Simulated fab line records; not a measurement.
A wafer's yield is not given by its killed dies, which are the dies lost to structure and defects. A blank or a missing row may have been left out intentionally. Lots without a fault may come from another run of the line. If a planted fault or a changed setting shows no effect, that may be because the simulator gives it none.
fab line records ; flow rit-cmos
[record] lots = 7; wafers = 21; last-day = 7
route steps=202 shown PRETRO@72 GATE@75 FOX2@80
lots that met no fault: taken from a fault-free run of the same line
start-h: the number of hours between the record's first day and the start of the first shown wafer of the lot ; wait-h: hours from the lot's prior step to this one ; " as in the row above ; L1.1+2: several wafers, shown together as one row ; - no value present, or no start provided ; * or withheld: withheld ; < > ~ a bound
route shown NAME@n: NAME is a module with steps in the file, n the number in the route of the first one ; usual: the fault-free wafers' mean and standard deviation ; same: alike in all rows ; chamber/n: place in a boat ; sites: the reading at each site ; _std_site: standard deviation of those values ; _edge_site: inner sites' mean taken away from outer sites' mean ; radius-mm: how far each site lies from the wafer's centre ; mask NAME#n: copy n ; behind: the last tool/chamber to shape the wafer ; hold: what put the lot on hold/how long, in hours/how the hold closed ; device: which transistor (n, p or np) failed to switch ; end of line: tests of these same wafers at the route's end ; a step given without rows: its recipe and nothing more ; killed: dies lost to structure and defects at the first sort, not the wafer's yield ; map: the dies of a wafer, with x for killed, . for not killed, _ for no die there
set.NAME: the setting the step ran with; set.NAME@STEP: the setting that earlier step ran with ; model.NAME: the simulator's own value behind a step, which no gauge read
a table for each step, a row for each wafer; lots at some steps of the route
services: a tool's chamber out of use, with start hour (start-h, from the record's first day; less than 0 if before it), hours out, and reason
[[steps]]
[step RIT_PRETRO_IMPLANT_08]
[recipe] species = B; energy-kev = 45.5; dose-cm2 = 1.2e+13; tilt-deg = 7
[step RIT_PRETRO_STRIP_09]
[recipe] chemistry = O2; time-s = 180; resist = NOVOLAK; platen-temp-c = withheld; power-w = 500; pressure-mtorr = 4000; o2-flow-sccm = 4000
[usual] drypump-motor-current-A = 6.1/0.41
lot.wafer;tool;chamber;start-h;wait-h;drypump-motor-current-A;rf-hours-counter-h
L906.3;plasma-asher-03;1;52.71;0.1;5.6;-
L906.5;plasma-asher-03;1;52.71;0.1;5.6;-
L906.6;plasma-asher-03;0;52.71;0.1;6.3;-
L907.2;plasma-asher-03;1;56.85;0.1;5.6;41
L907.4;plasma-asher-03;0;56.85;0.1;6.3;-
L907.6;plasma-asher-03;0;56.85;0.1;6.3;-
L909.2;plasma-asher-02;0;67.16;0.1;6.4;27
L909.4;plasma-asher-02;1;67.16;0.1;5.6;-
L909.6;plasma-asher-02;1;67.16;0.1;5.6;-
L919.1;plasma-asher-01;1;116.03;0.1;6.4;47
L919.3;plasma-asher-01;1;116.03;0.1;6.4;-
L919.6;plasma-asher-01;1;116.03;0.1;6.4;-
L922.1;plasma-asher-02;0;131.60;0.1;6.4;33
L922.2;plasma-asher-02;1;131.60;0.1;5.5;33
L922.6;plasma-asher-02;0;131.60;0.1;6.4;-
L924.3;plasma-asher-02;0;142.12;0.1;6.5;-
L924.5;plasma-asher-02;1;142.12;0.1;5.6;-
L924.6;plasma-asher-02;0;142.12;0.1;6.4;-
L925.2;plasma-asher-03;1;146.11;0.1;5.6;3
L925.3;plasma-asher-03;0;146.11;0.1;6.3;-
L925.6;plasma-asher-03;0;146.11;0.1;6.3;-
[step RIT_PRETRO_TW_MEAS_10]
[usual] PRETRO_TW = 473/3.5
lot.wafer;tool;chamber;start-h;wait-h;PRETRO_TW
L906.3;film-metro-01;-;52.85;0.1;470
L906.5;film-metro-01;-;52.85;0.1;467
L906.6;film-metro-01;-;52.85;0.1;468
L907.2;film-metro-02;-;57.03;0.1;475
L907.4;film-metro-02;-;57.03;0.1;473
L907.6;film-metro-02;-;57.03;0.1;477
L909.2;film-metro-01;-;67.35;0.1;471
L909.4;film-metro-01;-;67.35;0.1;470
L909.6;film-metro-01;-;67.35;0.1;469
L919.1;film-metro-04;-;116.20;0.1;476
L919.3;film-metro-04;-;116.20;0.1;471
L919.6;film-metro-04;-;116.20;0.1;473
L922.1;film-metro-04;-;131.78;0.1;476
L922.2;film-metro-04;-;131.78;0.1;476
L922.6;film-metro-04;-;131.78;0.1;476
L924.3;film-metro-04;-;142.26;0.1;473
L924.5;film-metro-04;-;142.26;0.1;472
L924.6;film-metro-04;-;142.26;0.1;475
L925.2;film-metro-04;-;146.29;0.1;473
L925.3;film-metro-04;-;146.29;0.1;474
L925.6;film-metro-04;-;146.29;0.1;474
[step RIT_GATE_WET_ETCH_00]
[recipe] chemistry = BOE; target = SiO2; target-depth-nm = 56; time-s = 60; dry = n2-spin; dilution = 10:1; temp-c = 21.5
[step RIT_GATE_CLEAN_01]
[recipe] chemistry = SC1; mix = 3:3:50; time-s = 600; temp-c = 75
[step RIT_GATE_CLEAN_02]
[recipe] chemistry = dHF; dilution = 50:1; time-s = 30
[step RIT_GATE_CLEAN_03]
[recipe] chemistry = SC2; mix = 3:3:50; time-s = 600; temp-c = 75; dry = n2-spin
[step RIT_GATE_CLEAN_04]
[recipe] chemistry = dHF; dilution = 50:1; time-s = 60; dry = n2-spin
[step RIT_FOX2_THK_MEAS_91]
[recipe] reads = SiO2_of_FOX2_OXIDATION_00
[usual] FIELD_OXIDE_LEFT_2_THK = 259/7.1
lot.wafer;tool;chamber;start-h;wait-h;FIELD_OXIDE_LEFT_2_THK[nm]
L906.3;film-metro-02;-;53.35;0.0;259
L906.5;film-metro-02;-;53.35;0.0;259
L906.6;film-metro-02;-;53.35;0.0;263
L907.2;film-metro-03;-;57.51;0.0;266
L907.4;film-metro-03;-;57.51;0.0;273
L907.6;film-metro-03;-;57.51;0.0;268
L909.2;film-metro-03;-;67.83;0.0;265
L909.4;film-metro-03;-;67.83;0.0;261
L909.6;film-metro-03;-;67.83;0.0;261
L919.1;film-metro-03;-;117.00;0.0;263
L919.3;film-metro-03;-;117.00;0.0;258
L919.6;film-metro-03;-;117.00;0.0;262
L922.1;film-metro-03;-;132.74;0.0;243
L922.2;film-metro-03;-;132.74;0.0;241
L922.6;film-metro-03;-;132.74;0.0;236
L924.3;film-metro-02;-;142.82;0.0;267
L924.5;film-metro-02;-;142.82;0.0;260
L924.6;film-metro-02;-;142.82;0.0;262
L925.2;film-metro-03;-;146.77;0.0;263
L925.3;film-metro-03;-;146.77;0.0;260
L925.6;film-metro-03;-;146.77;0.0;266
[step RIT_GATE_OXIDATION_05]
[recipe] temp-c = 900; ambient = O2; target-thk-a = 30; ox-time-s = 270
[step RIT_GATE_ANNEAL_06]
[recipe] temp-c = 900; time-s = 600; ambient = N2O
[step RIT_GATE_THK_MEAS_07]
[recipe] reads = SiO2_of_GATE_OXIDATION_05
[usual] GATE_OXIDE_THK = 3.01/0.064
lot.wafer;tool;chamber;start-h;wait-h;GATE_OXIDE_THK[nm]
L906.3;film-metro-02;-;54.84;0.0;3.00
L906.5;film-metro-02;-;54.84;0.0;3.09
L906.6;film-metro-02;-;54.84;0.0;3.04
L907.2;film-metro-03;-;61.80;0.0;3.07
L907.4;film-metro-03;-;61.80;0.0;3.05
L907.6;film-metro-03;-;61.80;0.0;3.11
L909.2;film-metro-02;-;69.23;0.0;3.08
L909.4;film-metro-02;-;69.23;0.0;2.98
L909.6;film-metro-02;-;69.23;0.0;2.98
L919.1;film-metro-03;-;118.38;0.0;3.06
L919.3;film-metro-03;-;118.38;0.0;2.99
L919.6;film-metro-03;-;118.38;0.0;3.08
L922.1;film-metro-02;-;134.94;0.0;3.05
L922.2;film-metro-02;-;134.94;0.0;3.04
L922.6;film-metro-02;-;134.94;0.0;3.01
L924.3;film-metro-04;-;144.20;0.0;2.88
L924.5;film-metro-04;-;144.20;0.0;2.88
L924.6;film-metro-04;-;144.20;0.0;2.88
L925.2;film-metro-03;-;148.15;0.0;2.94
L925.3;film-metro-03;-;148.15;0.0;2.97
L925.6;film-metro-03;-;148.15;0.0;3.00
[step RIT_GATE_CVD_08]
[recipe] material = poly-Si; target-thk-nm = 250; temp-c = 610; precursor = SiH4; time-s = 2220; pressure-mtorr = 307.3; sih4-flow-sccm = 100
[usual] sih4-flow-sccm = 100.02/0.28
lot.wafer;tool;chamber;start-h;wait-h;sih4-flow-sccm;model.poly-Si_of_GATE_CVD_08.thk-nm
L906.3;lpcvd-02;0;54.88;0.0;49.91;128.8
L906.5;lpcvd-02;0;54.88;0.0;49.55;129.1
L906.6;lpcvd-02;0;54.88;0.0;49.85;129.1
L907.2;lpcvd-02;1;61.85;0.0;50.04;125.4
L907.4;lpcvd-02;1;61.85;0.0;49.80;125.9
L907.6;lpcvd-02;1;61.85;0.0;50.18;125.3
L909.2;lpcvd-02;1;69.28;0.0;49.86;133.6
L909.4;lpcvd-02;1;69.28;0.0;49.75;131.8
L909.6;lpcvd-02;1;69.28;0.0;49.67;133.2
L919.1;lpcvd-01;0;118.44;0.1;100.20;253.7
L919.3;lpcvd-01;0;118.44;0.1;99.83;251.5
L919.6;lpcvd-01;0;118.44;0.1;99.70;252.5
L922.1;lpcvd-01;0;135.00;0.1;100.18;253.4
L922.2;lpcvd-01;0;135.00;0.1;100.40;252.4
L922.6;lpcvd-01;0;135.00;0.1;100.09;252.2
L924.3;lpcvd-02;1;144.24;0.0;99.51;258
L924.5;lpcvd-02;1;144.24;0.0;99.90;255.4
L924.6;lpcvd-02;1;144.24;0.0;99.86;256.1
L925.2;lpcvd-01;1;148.20;0.0;99.64;252.8
L925.3;lpcvd-01;1;148.20;0.0;99.90;252
L925.6;lpcvd-01;1;148.20;0.0;100.27;252.2
[step RIT_GATE_THK_MEAS_09]
[recipe] reads = poly-Si_of_GATE_CVD_08
[usual] GATE_POLY_THK = 253.9/2.6
lot.wafer;tool;chamber;start-h;wait-h;hold;GATE_POLY_THK[nm]
L906.3;film-metro-02;-;56.51;0.0;await-dispo/0.2h/release;128.7
L906.5;film-metro-02;-;56.51;0.0;await-dispo/0.2h/release;129.2
L906.6;film-metro-02;-;56.51;0.0;await-dispo/0.2h/release;129.1
L906.3;film-metro-02;-;56.74;0.2;-;128.8
L906.5;film-metro-02;-;56.74;0.2;-;129.1
L906.6;film-metro-02;-;56.74;0.2;-;129.2
L907.2;film-metro-03;-;63.47;0.0;await-dispo/0.2h/release;125.4
L907.4;film-metro-03;-;63.47;0.0;await-dispo/0.2h/release;125.7
L907.6;film-metro-03;-;63.47;0.0;await-dispo/0.2h/release;125.2
L907.2;film-metro-03;-;63.73;0.2;-;125.3
L907.4;film-metro-03;-;63.73;0.2;-;125.9
L907.6;film-metro-03;-;63.73;0.2;-;125.3
L909.2;film-metro-03;-;71.71;0.0;await-dispo/0.2h/release;133.6
L909.4;film-metro-03;-;71.71;0.0;await-dispo/0.2h/release;131.8
L909.6;film-metro-03;-;71.71;0.0;await-dispo/0.2h/release;133.1
L909.2;film-metro-03;-;71.94;0.2;-;133.4
L909.4;film-metro-03;-;71.94;0.2;-;131.8
L909.6;film-metro-03;-;71.94;0.2;-;133.1
L919.1;film-metro-03;-;120.06;0.0;-;253.7
L919.3;film-metro-03;-;120.06;0.0;-;251.4
L919.6;film-metro-03;-;120.06;0.0;-;252.6
L922.1;film-metro-02;-;136.62;0.0;-;253.4
L922.2;film-metro-02;-;136.62;0.0;-;252.5
L922.6;film-metro-02;-;136.62;0.0;-;252.4
L924.3;film-metro-02;-;145.88;0.0;-;257.8
L924.5;film-metro-02;-;145.88;0.0;-;255.5
L924.6;film-metro-02;-;145.88;0.0;-;256.2
L925.2;film-metro-04;-;149.83;0.0;-;252.7
L925.3;film-metro-04;-;149.83;0.0;-;251.9
L925.6;film-metro-04;-;149.83;0.0;-;252.2
[[services]]
tool;chamber;start-h;hours;kind
lpcvd-02;-;38.00;2.7;repair
plasma-asher-01;-;46.11;1.4;repair
plasma-asher-03;-;52.92;0.6;repair
plasma-asher-01;-;76.21;2.8;pm
plasma-asher-03;-;108.80;9.0;pm
plasma-asher-03;0;108.80;9.0;vent-cycle
plasma-asher-03;1;108.80;9.0;vent-cycle
plasma-asher-02;-;110.74;10.5;repair
plasma-asher-03;0;117.80;-;clean
plasma-asher-03;1;117.80;-;clean
[[key]]
[first-sign] step = RIT_GATE_CVD_08; reading = sih4-flow-sccm; direction = down; sigmas = 99+; usual = 100.02; struck = 49.85
[effect] step = RIT_GATE_THK_MEAS_09; reading = visit; direction = added
[effect] step = RIT_GATE_THK_MEAS_09; reading = GATE_POLY_THK; direction = down; sigmas = 49; usual = 253.9; struck = 129.1
[model-effect] step = RIT_GATE_CVD_08; value = poly-Si_of_GATE_CVD_08.thk-nm; without = 255.6; struck = 129.1
met-at RIT_GATE_CVD_08
struck-wafers L906.3,L906.5,L906.6,L907.2,L907.4,L907.6,L909.2,L909.4,L909.6
scrapped-behind RIT_GATE_THK_MEAS_09 L906.3,L906.5,L906.6,L907.2,L907.4,L907.6,L909.2,L909.4,L909.6
[fault] kind = process-parameter-drift; tool = lpcvd-02; chamber = -; onset-h = 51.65; steps = RIT_GATE_CVD_08; channel = sih4-flow-sccm; offset = -50; shape = step; end-h = 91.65; stated = 100
